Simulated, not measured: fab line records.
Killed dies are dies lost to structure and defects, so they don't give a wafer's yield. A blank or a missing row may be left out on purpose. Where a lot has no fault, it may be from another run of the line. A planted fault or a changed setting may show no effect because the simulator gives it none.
2 desks, one fault	flow rit-cmos	what lay behind the numbers comes last; until then each desk has only its own

## TOOL OWNER'S DESK, furnace-03
The tool's own readings at RIT_FOX2_OXIDATION_00 (target thk 350.7 nm, ox time 1130 s): means of the sampled wafers that have a number, for each lot that ran on this tool. The brackets show how far a lot's mean lies from the usual mean; more than 4 standard deviations puts the lot out of limits, marked OUT.
Columns: A = spike-tc-centre-C at RIT_FOX2_OXIDATION_00, usual 1101.6 C; B = spike-tc-load-C at RIT_FOX2_OXIDATION_00, usual 1128.8 C; C = spike-tc-source-C at RIT_FOX2_OXIDATION_00, usual 1123.7 C; D = tube-center-temp-C at RIT_FOX2_OXIDATION_00, usual 1100 C; E = tube_center_temp_C_max at RIT_FOX2_OXIDATION_00, usual 1102.9; F = zone-power-load-pct at RIT_FOX2_OXIDATION_00, usual 41 %
lot	first seen here	A	B	C	D	E	F
L714	day 2 03:44	1104.0	1131.4	1123.0	1100	1102.6	46
L720	day 3 04:52	1118.4 (+11) OUT	1146.3 (+7.3) OUT	1139.1 (+5.1) OUT	1115 (+99 or more) OUT	1117.6 (+29) OUT	48
L724	day 4 01:40	1118.6 (+11) OUT	1147.1 (+7.6) OUT	1137.6 (+4.6) OUT	1115 (+99 or more) OUT	1117.6 (+29) OUT	47
This desk's finding: out of limits on L720, L724; first on L720, day 3 04:52 (spike-tc-centre-C at RIT_FOX2_OXIDATION_00). L714: within limits.

## AT THE METROLOGY DESK
What the gauges read, lot by lot, whatever tool the lot ran on: means of the sampled wafers that have a number. The brackets show how far a lot's mean lies from the usual mean; more than 4 standard deviations puts the lot out of limits, marked OUT.
Columns: A = FOX2_OXIDE_THK at RIT_FOX2_THK_MEAS_01, usual 352 nm; B = FIELD_OXIDE_LEFT_1_THK at RIT_FOX2_THK_MEAS_90, usual 325 nm; C = FIELD_OXIDE_LEFT_2_THK at RIT_FOX2_THK_MEAS_91, usual 257 nm; D = NLDD_OVL at RIT_NLDD_OVL_MEAS_06, usual 0.5 nm
lot	first seen here	A	B	C	D
L713	day 2 03:07	338	311	243	-0.9
L714	day 2 05:04	362	335	267	1.6
L717	day 2 22:47	343	316	248	-0.4
L718	day 3 00:06	347	320	251	2.4
L720	day 3 06:12	379	351	282	0.1
L724	day 4 02:59	378	350	282	-0.4
L725	day 4 08:07	348	321	253	-0.1
L727	day 4 18:18	349	321	252	-0.6
L728	day 4 23:02	357	330	262	0.4
L730	day 5 09:33	354	327	259	2.0
L732	day 5 20:25	363	336	268	0.1
L734	day 6 08:58	346	319	251	-0.2
L735	day 6 16:22	354	328	259	-0.2
L736	day 6 21:47	352	325	256	-0.6
Finding of this desk: none of the 14 lots has anything out of limits.

## BROUGHT TOGETHER
On L720, L724, at day 3 04:52, an alarm was possible from the tool owner's desk.
At the metrology desk, nothing out of limits was observed.
The metrology desk holds a record of L720, L724, inside its limits.
The lots listed all ran RIT_FOX2_OXIDATION_00 on furnace-03.

## WHAT THE SIMULATOR PUT IN
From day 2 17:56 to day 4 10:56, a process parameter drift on furnace-03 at RIT_FOX2_OXIDATION_00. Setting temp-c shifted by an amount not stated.
Struck lots among those shown: L720, L724.
Hours from the fault's start to each desk's first reading out of limits: the tool owner's desk, 11.
